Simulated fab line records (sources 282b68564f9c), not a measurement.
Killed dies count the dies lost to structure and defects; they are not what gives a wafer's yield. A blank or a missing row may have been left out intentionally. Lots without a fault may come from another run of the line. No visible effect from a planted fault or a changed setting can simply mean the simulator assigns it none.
fab line records | flow ritCmos
record: lots: 6 | wafers: 18 | lastDay: 7
route steps=202 shown ACTIVE@17 FOX1@20 FOX2@23 NWELL@28 PWELL@39 WELLDRIVE@50 M1@202
lots untouched by any fault: they come from a run of this same line in which no faults occurred
startH: hours from the record's first day to the start of the lot's first wafer shown | waitH: hours since the lot's step before | " as in the row above | L1.1+2: a row that stands for several wafers | - either no value or no given start | * or withheld: withheld | < > ~ a bound
route shown NAME@n: NAME is a module with steps in the file, n the number in the route of the first one | usual: mean/standard deviation of fault-free wafers | same: alike in all rows | chamber/n: place in a boat | sites: the reading at each site | _std_site: the standard deviation of these | _edge_site: mean of outer sites minus mean of inner sites | radiusMm: how far each site lies from the wafer's centre | mask NAME#n: copy n | behind: the last tool/chamber to shape the wafer | hold: why the lot went on hold/how many hours it stayed there/how the hold came to an end | device: whichever transistor did not switch (one of n, p or np) | end of line: tests run on the same wafers once the route is complete | step lacking rows: just its recipe | killed: the dies lost at the first sort to structure and to defects; this is not the yield of the wafer | map: the dies of a wafer, with x for killed, . for not killed, _ for no die there
set.NAME: the run value of the setting; set.NAME@STEP: its run value at that earlier step | model.NAME: the simulator's own value behind a step, which no gauge read
certain route steps with their lots: each step a table, each wafer a row
services: the hour from which a tool's chamber was out of use, counted from the record's first day as startH (under 0 if before that day), plus the number of hours and why
== steps ==
step: RIT_ACTIVE_CLEAN_15
recipe: chemistry: SC1 | mix: 3:3:50 | timeS: 600 | tempC: 75
step: RIT_ACTIVE_CLEAN_16
recipe: chemistry: dHF | dilution: 50:1 | timeS: 30
step: RIT_ACTIVE_CLEAN_17
recipe: chemistry: SC2 | mix: 3:3:50 | timeS: 600 | tempC: 75 | dry: n2Spin
step: RIT_FOX1_OXIDATION_00
recipe: tempC: 1100 | ambient: H2O | targetThkA: 3507 | pH2oTorr: 720 | oxTimeS: 1130
step: RIT_FOX1_THK_MEAS_01
recipe: reads: SiO2_of_FOX1_OXIDATION_00
usual: FOX1_OXIDE_THK: 353/8.4
lot.wafer | tool         | chamber | startH | waitH | FOX1_OXIDE_THK[nm]
L251.1    | filmMetro-01 | -       | 34.16  | 0.0   | 360
L251.2    | "            | -       | "      | "     | 359
L251.6    | "            | -       | "      | "     | 355
L256.1    | filmMetro-01 | -       | 57.16  | 0.0   | 349
L256.4    | "            | -       | "      | "     | 349
L256.5    | "            | -       | "      | "     | 349
L257.1    | filmMetro-01 | -       | 63.45  | 0.0   | 348
L257.2    | "            | -       | "      | "     | 343
L257.5    | "            | -       | "      | "     | 349
L262.1    | filmMetro-03 | -       | 88.71  | 0.0   | 347
L262.2    | "            | -       | "      | "     | 348
L262.4    | "            | -       | "      | "     | 346
L270.1    | filmMetro-02 | -       | 127.79 | 0.0   | 347
L270.3    | "            | -       | "      | "     | 344
L270.6    | "            | -       | "      | "     | 350
L271.1    | filmMetro-01 | -       | 135.21 | 0.0   | 349
L271.2    | "            | -       | "      | "     | 350
L271.6    | "            | -       | "      | "     | 351
step: RIT_FOX1_WET_ETCH_02
recipe: chemistry: BOE | targetDepthNm: 350 | timeS: 390 | tempC: 21.5 | dry: n2Spin | dilution: 10:1 | target: SiO2
step: RIT_FOX2_OXIDATION_00
recipe: tempC: 1100 | ambient: H2O | targetThkA: 3507 | pH2oTorr: 720 | oxTimeS: 1130
step: RIT_FOX2_THK_MEAS_01
recipe: reads: SiO2_of_FOX2_OXIDATION_00
usual: FOX2_OXIDE_THK: 350/8.2
lot.wafer | tool         | chamber | startH | waitH | FOX2_OXIDE_THK[nm]
L251.1    | filmMetro-01 | -       | 36.66  | 0.0   | 346
L251.2    | "            | -       | "      | "     | 345
L251.6    | "            | -       | "      | "     | 350
L256.1    | filmMetro-01 | -       | 59.11  | 0.0   | 357
L256.4    | "            | -       | "      | "     | 355
L256.5    | "            | -       | "      | "     | 361
L257.1    | filmMetro-03 | -       | 66.11  | 0.0   | 335
L257.2    | "            | -       | "      | "     | 337
L257.5    | "            | -       | "      | "     | 341
L262.1    | filmMetro-04 | -       | 90.27  | 0.0   | 345
L262.2    | "            | -       | "      | "     | 343
L262.4    | "            | -       | "      | "     | 338
L270.1    | filmMetro-03 | -       | 129.30 | 0.0   | 349
L270.3    | "            | -       | "      | "     | 342
L270.6    | "            | -       | "      | "     | 349
L271.1    | filmMetro-01 | -       | 137.24 | 0.0   | 342
L271.2    | "            | -       | "      | "     | 339
L271.6    | "            | -       | "      | "     | 345
step: RIT_FOX2_CLEAN_02
recipe: chemistry: dHF | dilution: 50:1 | timeS: 180
step: RIT_FOX2_WET_ETCH_03
recipe: chemistry: H3PO4 | target: Si3N4 | targetDepthNm: 195 | tempC: 165 | timeS: 2700
step: RIT_FOX2_THK_MEAS_90
recipe: reads: SiO2_of_FOX2_OXIDATION_00
usual: FIELD_OXIDE_LEFT_1_THK: 323/8.2
lot.wafer | tool         | chamber | startH | waitH | FIELD_OXIDE_LEFT_1_THK[nm]
L251.1    | filmMetro-01 | -       | 37.53  | 0.0   | 319
L251.2    | "            | -       | "      | "     | 318
L251.6    | "            | -       | "      | "     | 323
L256.1    | filmMetro-04 | -       | 59.99  | 0.0   | 330
L256.4    | "            | -       | "      | "     | 327
L256.5    | "            | -       | "      | "     | 333
L257.1    | filmMetro-01 | -       | 66.99  | 0.0   | 308
L257.2    | "            | -       | "      | "     | 310
L257.5    | "            | -       | "      | "     | 313
L262.1    | filmMetro-01 | -       | 91.15  | 0.0   | 317
L262.2    | "            | -       | "      | "     | 315
L262.4    | "            | -       | "      | "     | 311
L270.1    | filmMetro-01 | -       | 130.25 | 0.0   | 321
L270.3    | "            | -       | "      | "     | 315
L270.6    | "            | -       | "      | "     | 322
L271.1    | filmMetro-01 | -       | 138.12 | 0.0   | 314
L271.2    | "            | -       | "      | "     | 312
L271.6    | "            | -       | "      | "     | 318
step: RIT_NWELL_HMDS_00
recipe: primeTimeS: 60 | primeTempC: 140
step: RIT_NWELL_COAT_01
recipe: resist: NOVOLAK | spinRpm: 2000 | resistThkNm: 1300
usual: chillPlateTempC: 22.98/0.13 | dispensePressureKPa: 47.4/0.49
lot.wafer | tool          | chamber | startH | waitH | chillPlateTempC | dispensePressureKPa
L251.1    | lithoTrack-03 | 0       | 37.74  | 0.1   | 23.03           | 46.7
L251.2    | "             | 0       | "      | "     | 23.11           | 46.7
L251.6    | "             | 0       | "      | "     | 23.08           | 46.8
L256.1    | lithoTrack-04 | -       | 60.20  | 0.1   | -               | -
L256.4    | "             | -       | "      | "     | -               | -
L256.5    | "             | -       | "      | "     | -               | -
L257.1    | lithoTrack-02 | -       | 67.20  | 0.1   | -               | -
L257.2    | "             | -       | "      | "     | -               | -
L257.5    | "             | -       | "      | "     | -               | -
L262.1    | lithoTrack-04 | 0       | 91.45  | 0.1   | 22.92           | 47.3
L262.2    | "             | 0       | "      | "     | 22.97           | 47.3
L262.4    | "             | 0       | "      | "     | 22.97           | 47.3
L270.1    | lithoTrack-03 | 0       | 130.46 | 0.1   | 23.09           | 46.8
L270.3    | "             | 0       | "      | "     | 23.21           | 46.8
L270.6    | "             | 0       | "      | "     | 23.13           | 46.8
L271.1    | lithoTrack-02 | 0       | 138.33 | 0.1   | 23.09           | 48.0
L271.2    | "             | 0       | "      | "     | 22.96           | 48.0
L271.6    | "             | 0       | "      | "     | 22.85           | 47.9
step: RIT_NWELL_SOFTBAKE_02
recipe: resist: NOVOLAK | tempC: 90 | timeS: 60
step: RIT_NWELL_EXPOSE_03
recipe: maskId: M2 | na: 0.57 | targetCdNm: 43900 | doseMj: 250
step: RIT_NWELL_PEB_04
recipe: resist: NOVOLAK | tempC: withheld | timeS: withheld
step: RIT_NWELL_DEVELOP_05
recipe: resist: NOVOLAK | developTimeS: 68 | devTempC: 23.68
step: RIT_NWELL_OVL_MEAS_06
usual: NWELL_OVL: -0.8/1.2
lot.wafer | tool       | chamber | startH | waitH | NWELL_OVL[nm]
L251.1    | overlay-01 | -       | 38.60  | -     | -2.5
L251.2    | "          | -       | "      | "     | -2.2
L251.6    | "          | -       | "      | "     | -1.5
L256.1    | overlay-01 | -       | 60.93  | -     | -
L256.4    | "          | -       | "      | "     | -
L256.5    | "          | -       | "      | "     | -
L257.1    | overlay-01 | -       | 68.05  | -     | -
L257.2    | "          | -       | "      | "     | -
L257.5    | "          | -       | "      | "     | -
L262.1    | overlay-01 | -       | 92.30  | -     | -0.1
L262.2    | "          | -       | "      | "     | 0.5
L262.4    | "          | -       | "      | "     | 0.5
L270.1    | overlay-02 | -       | 131.32 | -     | -0.7
L270.3    | "          | -       | "      | "     | -2.2
L270.6    | "          | -       | "      | "     | -3.0
L271.1    | overlay-02 | -       | 139.19 | -     | -0.7
L271.2    | "          | -       | "      | "     | 0.5
L271.6    | "          | -       | "      | "     | -1.0
step: RIT_NWELL_HARDBAKE_07
recipe: resist: NOVOLAK | tempC: 140 | timeS: 120
step: RIT_NWELL_IMPLANT_08
recipe: species: P | energyKev: 170 | doseCm2: 5e+13 | tiltDeg: 7
step: RIT_NWELL_STRIP_09
recipe: chemistry: O2 | timeS: 180 | resist: NOVOLAK | platenTempC: withheld | powerW: 500 | pressureMtorr: 4000 | o2FlowSccm: 4000
usual: drypumpMotorCurrentA: 5.3/0.41 | rfReflPowerW: 6.1/1.1
lot.wafer | tool           | chamber | startH | waitH | drypumpMotorCurrentA | rfHoursCounterH | rfReflPowerW
L251.1    | plasmaAsher-04 | 0       | 39.04  | 0.1   | 5.5                  | 20              | 5.0
L251.2    | "              | 1       | "      | "     | 5.5                  | 20              | 6.5
L251.6    | "              | 0       | "      | "     | 5.5                  | -               | 4.9
L256.1    | plasmaAsher-01 | 1       | 61.37  | 0.1   | 4.8                  | 43              | 5.6
L256.4    | "              | 0       | "      | "     | 5.4                  | -               | 6.4
L256.5    | "              | 0       | "      | "     | 5.4                  | -               | 6.3
L257.1    | plasmaAsher-01 | 1       | 68.49  | 0.1   | 4.8                  | 44              | 5.5
L257.2    | "              | 0       | "      | "     | 5.4                  | 44              | 6.4
L257.5    | "              | 0       | "      | "     | 5.4                  | -               | 6.1
L262.1    | plasmaAsher-01 | 1       | 92.74  | 0.1   | 4.8                  | 48              | 5.3
L262.2    | "              | 0       | "      | "     | 5.4                  | 48              | 6.2
L262.4    | "              | 0       | "      | "     | 5.4                  | -               | 6.3
L270.1    | plasmaAsher-03 | 0       | 131.75 | 0.1   | 4.9                  | 51              | 7.8
L270.3    | "              | 0       | "      | "     | 5.0                  | -               | 7.9
L270.6    | "              | 0       | "      | "     | 5.0                  | -               | 7.9
L271.1    | plasmaAsher-01 | 1       | 139.63 | 0.1   | 4.8                  | 53              | 5.6
L271.2    | "              | 0       | "      | "     | 5.4                  | 53              | 6.2
L271.6    | "              | 1       | "      | "     | 4.8                  | -               | 5.6
step: RIT_NWELL_TW_MEAS_10
usual: NWELL_TW: 2136/28
lot.wafer | tool         | chamber | startH | waitH | NWELL_TW
L251.1    | filmMetro-01 | -       | 39.21  | 0.1   | 2079
L251.2    | "            | -       | "      | "     | 2077
L251.6    | "            | -       | "      | "     | 2083
L256.1    | filmMetro-04 | -       | 61.54  | 0.1   | 2167
L256.4    | "            | -       | "      | "     | 2151
L256.5    | "            | -       | "      | "     | 2157
L257.1    | filmMetro-01 | -       | 68.66  | 0.1   | 2106
L257.2    | "            | -       | "      | "     | 2105
L257.5    | "            | -       | "      | "     | 2101
L262.1    | filmMetro-04 | -       | 92.91  | 0.1   | 2162
L262.2    | "            | -       | "      | "     | 2156
L262.4    | "            | -       | "      | "     | 2146
L270.1    | filmMetro-04 | -       | 131.93 | 0.1   | 2167
L270.3    | "            | -       | "      | "     | 2177
L270.6    | "            | -       | "      | "     | 2176
L271.1    | filmMetro-04 | -       | 139.80 | 0.1   | 2180
L271.2    | "            | -       | "      | "     | 2183
L271.6    | "            | -       | "      | "     | 2161
step: RIT_PWELL_HMDS_00
recipe: primeTimeS: 60 | primeTempC: 140
step: RIT_PWELL_COAT_01
recipe: resist: NOVOLAK | spinRpm: 2000 | resistThkNm: 1300
step: RIT_PWELL_SOFTBAKE_02
recipe: resist: NOVOLAK | tempC: 90 | timeS: 60
step: RIT_PWELL_EXPOSE_03
recipe: maskId: M3 | na: 0.57 | targetCdNm: 43700 | doseMj: 250
step: RIT_PWELL_PEB_04
recipe: resist: NOVOLAK | tempC: withheld | timeS: withheld
step: RIT_PWELL_DEVELOP_05
recipe: resist: NOVOLAK | developTimeS: 68 | devTempC: 23
step: RIT_PWELL_OVL_MEAS_06
usual: PWELL_OVL: 0.0/1.4
lot.wafer | tool       | chamber | startH | waitH | PWELL_OVL[nm]
L251.1    | overlay-01 | -       | 40.56  | -     | 1.5
L251.2    | "          | -       | "      | "     | 0.6
L251.6    | "          | -       | "      | "     | 2.6
L256.1    | overlay-02 | -       | 62.61  | -     | -1.2
L256.4    | "          | -       | "      | "     | -1.1
L256.5    | "          | -       | "      | "     | 0.0
L257.1    | overlay-02 | -       | 69.60  | -     | 0.8
L257.2    | "          | -       | "      | "     | 1.5
L257.5    | "          | -       | "      | "     | 0.5
L262.1    | overlay-02 | -       | 93.98  | -     | -0.3
L262.2    | "          | -       | "      | "     | -0.2
L262.4    | "          | -       | "      | "     | -0.8
L270.1    | overlay-01 | -       | 132.99 | -     | 0.7
L270.3    | "          | -       | "      | "     | 0.5
L270.6    | "          | -       | "      | "     | 0.0
L271.1    | overlay-01 | -       | 140.76 | -     | 0.2
L271.2    | "          | -       | "      | "     | -0.8
L271.6    | "          | -       | "      | "     | 0.3
step: RIT_PWELL_HARDBAKE_07
recipe: resist: NOVOLAK | tempC: 140 | timeS: 120
step: RIT_PWELL_IMPLANT_08
recipe: species: B | energyKev: 170 | doseCm2: 7e+13 | tiltDeg: 7
step: RIT_PWELL_STRIP_09
recipe: chemistry: O2 | timeS: 180 | resist: NOVOLAK | platenTempC: withheld | powerW: 500 | pressureMtorr: 4000 | o2FlowSccm: 3934
usual: drypumpMotorCurrentA: 5.3/0.45 | rfReflPowerW: 6.2/1.1
lot.wafer | tool           | chamber | startH | waitH | drypumpMotorCurrentA | rfHoursCounterH | rfReflPowerW
L251.1    | plasmaAsher-01 | 1       | 41.25  | 0.1   | 4.8                  | 41              | 5.5
L251.2    | "              | 0       | "      | "     | 5.4                  | 41              | 6.4
L251.6    | "              | 0       | "      | "     | 5.4                  | -               | 6.2
L256.1    | plasmaAsher-01 | 1       | 63.04  | 0.1   | 4.8                  | 43              | 5.3
L256.4    | "              | 0       | "      | "     | 5.4                  | -               | 6.2
L256.5    | "              | 1       | "      | "     | 4.8                  | -               | 5.4
L257.1    | plasmaAsher-02 | 1       | 70.04  | 0.1   | 6.0                  | 42              | 5.7
L257.2    | "              | 0       | "      | "     | 5.9                  | 42              | 7.3
L257.5    | "              | 0       | "      | "     | 5.9                  | -               | 7.5
L262.1    | plasmaAsher-03 | 0       | 94.41  | 0.1   | 4.9                  | 47              | 8.1
L262.2    | "              | 1       | "      | "     | 5.9                  | 47              | 5.0
L262.4    | "              | 0       | "      | "     | 4.9                  | -               | 8.1
L270.1    | plasmaAsher-03 | 0       | 133.43 | 0.1   | 4.9                  | 52              | 7.9
L270.3    | "              | 1       | "      | "     | 5.9                  | -               | 5.0
L270.6    | "              | 0       | "      | "     | 4.9                  | -               | 8.2
L271.1    | plasmaAsher-03 | 0       | 141.20 | 0.1   | 5.0                  | 52              | 8.1
L271.2    | "              | 1       | "      | "     | 5.9                  | 52              | 4.9
L271.6    | "              | 1       | "      | "     | 5.9                  | -               | 5.1
step: RIT_PWELL_TW_MEAS_10
usual: PWELL_TW: 946/9.8
lot.wafer | tool         | chamber | startH | waitH | PWELL_TW
L251.1    | filmMetro-04 | -       | 41.42  | 0.1   | 957
L251.2    | "            | -       | "      | "     | 955
L251.6    | "            | -       | "      | "     | 956
L256.1    | filmMetro-02 | -       | 63.22  | 0.1   | 2190
L256.4    | "            | -       | "      | "     | 2188
L256.5    | "            | -       | "      | "     | 2178
L257.1    | filmMetro-04 | -       | 70.21  | 0.1   | 2211
L257.2    | "            | -       | "      | "     | 2210
L257.5    | "            | -       | "      | "     | 2231
L262.1    | filmMetro-02 | -       | 94.59  | 0.1   | 947
L262.2    | "            | -       | "      | "     | 947
L262.4    | "            | -       | "      | "     | 944
L270.1    | filmMetro-02 | -       | 133.60 | 0.1   | 947
L270.3    | "            | -       | "      | "     | 944
L270.6    | "            | -       | "      | "     | 947
L271.1    | filmMetro-01 | -       | 141.38 | 0.1   | 929
L271.2    | "            | -       | "      | "     | 925
L271.6    | "            | -       | "      | "     | 929
step: RIT_WELLDRIVE_ANNEAL_00
recipe: tempC: 1100 | timeS: 14700 | ambient: N2
step: RIT_M1_PROBE_99
usual: killedAtContacts: 0.0/0.2 | killedAtFrontEnd: 6.6/2.9 | killedDies: 6.6/3 | killedOnRim: 1.7/1.4 | killedOpen: 3.4/2 | killedShort: 3.2/2
same: grossDies: 264 | killed_at_M0_to_M3: 0 | killed_at_M4_up: 0 | killedAtBackSide: 0 | killedAtOther: 0
lot.wafer | tool      | chamber | startH | waitH | killedAtContacts | killedAtFrontEnd | killedDies | killedOnRim | killedOpen | killedShort
L256.1    | prober-02 | -       | 99.45  | 0.1   | 0                | 264              | 264        | 70          | 4          | 3
L256.4    | prober-02 | -       | 99.60  | 0.2   | 1                | 263              | 264        | 70          | 7          | 4
L256.5    | prober-02 | -       | 99.65  | 0.2   | 0                | 264              | 264        | 70          | 6          | 7
L257.1    | prober-01 | -       | 106.95 | 0.1   | 0                | 264              | 264        | 70          | 3          | 3
L257.2    | prober-01 | -       | 107.00 | 0.1   | 0                | 264              | 264        | 70          | 5          | 5
L257.5    | prober-01 | -       | 107.15 | 0.2   | 0                | 264              | 264        | 70          | 2          | 1
killed by level:class
L256.1 NWELL:areaExpose=257 GATE:geometricParticle:open=2 REOX:geometricParticle:short=2 FOX1:geometricParticle:open=1 FOX2:geometricParticle:short=1 SILICIDE:geometricParticle:open=1
L256.4 NWELL:areaExpose=253 REOX:geometricParticle:open=2 REOX:geometricParticle:short=2 FOX1:geometricParticle:open=1 GATE:geometricParticle:open=1 GATE:geometricParticle:short=1 SPACER:geometricParticle:open=1 SILICIDE:geometricParticle:open=1
L256.5 NWELL:areaExpose=251 GATE:geometricParticle:short=3 REOX:geometricParticle:short=3 SILICIDE:geometricParticle:open=3 GATE:geometricParticle:open=2 FOX1:geometricParticle:open=1 FOX1:geometricParticle:short=1
L257.1 NWELL:areaExpose=258 GATE:geometricParticle:short=3 GATE:geometricParticle:open=2 SILICIDE:geometricParticle:open=1
L257.2 NWELL:areaExpose=254 GATE:geometricParticle:short=2 SILICIDE:geometricParticle:open=2 FOX1:geometricParticle:open=1 FOX1:geometricParticle:short=1 GATE:geometricParticle:open=1 REOX:geometricParticle:short=1 REOX:geometricParticle:open=1
L257.5 NWELL:areaExpose=261 REOX:geometricParticle:open=2 REOX:geometricParticle:short=1
map L256.1 (x killed, . not)
________xxxxxxx_______
_____xxxxxxxxxxxxx____
____xxxxxxxxxxxxxxx___
___xxxxxxxxxxxxxxxxx__
__xxxxxxxxxxxxxxxxxxx_
__xxxxxxxxxxxxxxxxxxx_
_xxxxxxxxxxxxxxxxxxxxx
_xxxxxxxxxxxxxxxxxxxxx
_xxxxxxxxxxxxxxxxxxxxx
_xxxxxxxxxxxxxxxxxxxxx
__xxxxxxxxxxxxxxxxxxx_
__xxxxxxxxxxxxxxxxxxx_
___xxxxxxxxxxxxxxxxx__
____xxxxxxxxxxxxxxx___
_____xxxxxxxxxxxxx____
________xxxxxxx_______
map L257.1 (x killed, . not)
________xxxxxxx_______
_____xxxxxxxxxxxxx____
____xxxxxxxxxxxxxxx___
___xxxxxxxxxxxxxxxxx__
__xxxxxxxxxxxxxxxxxxx_
__xxxxxxxxxxxxxxxxxxx_
_xxxxxxxxxxxxxxxxxxxxx
_xxxxxxxxxxxxxxxxxxxxx
_xxxxxxxxxxxxxxxxxxxxx
_xxxxxxxxxxxxxxxxxxxxx
__xxxxxxxxxxxxxxxxxxx_
__xxxxxxxxxxxxxxxxxxx_
___xxxxxxxxxxxxxxxxx__
____xxxxxxxxxxxxxxx___
_____xxxxxxxxxxxxx____
________xxxxxxx_______
== services ==
tool           | chamber | startH | hours | kind
plasmaAsher-04 | -       | 33.20  | 1.2   | repair
plasmaAsher-02 | -       | 43.47  | 2.2   | repair
plasmaAsher-03 | -       | 68.20  | 8.0   | repair
plasmaAsher-04 | -       | 69.16  | 10.0  | pm
plasmaAsher-01 | -       | 90.33  | 1.3   | repair
plasmaAsher-04 | -       | 95.39  | 2.0   | repair
plasmaAsher-02 | -       | 108.75 | 9.0   | pm
plasmaAsher-02 | 0       | 108.75 | 9.0   | ventCycle
plasmaAsher-02 | 1       | 108.75 | 9.0   | ventCycle
plasmaAsher-02 | 0       | 117.75 | -     | clean
plasmaAsher-02 | 1       | 117.75 | -     | clean
plasmaAsher-02 | -       | 135.05 | 4.4   | repair
== key ==
firstSign: step: RIT_NWELL_COAT_01 | reading: toolRecord | direction: missing
effect: step: RIT_NWELL_OVL_MEAS_06 | reading: NWELL_OVL | direction: missing
effect: step: RIT_PWELL_TW_MEAS_10 | reading: PWELL_TW | direction: up | sigmas: 99+ | usual: 946 | struck: 2201
effect: step: RIT_M1_PROBE_99 | reading: killedAtFrontEnd | direction: up | sigmas: 88 | usual: 6.6 | struck: 263.8
moreKillsBornAt: RIT_NWELL_EXPOSE_03@ilineStepper-02: 773 | RIT_NWELL_EXPOSE_03@ilineStepper-01: 761
metAt RIT_NWELL_COAT_01
struckWafers L256.1,L256.4,L256.5,L257.1,L257.2,L257.5
testerLeftOut L256,L257
fault: kind: skippedStepWhole | tool: lithoTrack-02,lithoTrack-04 | chamber: - | onsetH: 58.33 | steps: RIT_NWELL_COAT_01 | scope: struckLotsOnly
testerLeftOut: of these lots the tester's yield and bins aren't shown, on N5 and GAA mostly nor the transistor test; their killed dies are dies lost to structure and defects alone, not to doping, threshold or leakage, so they don't give the yield
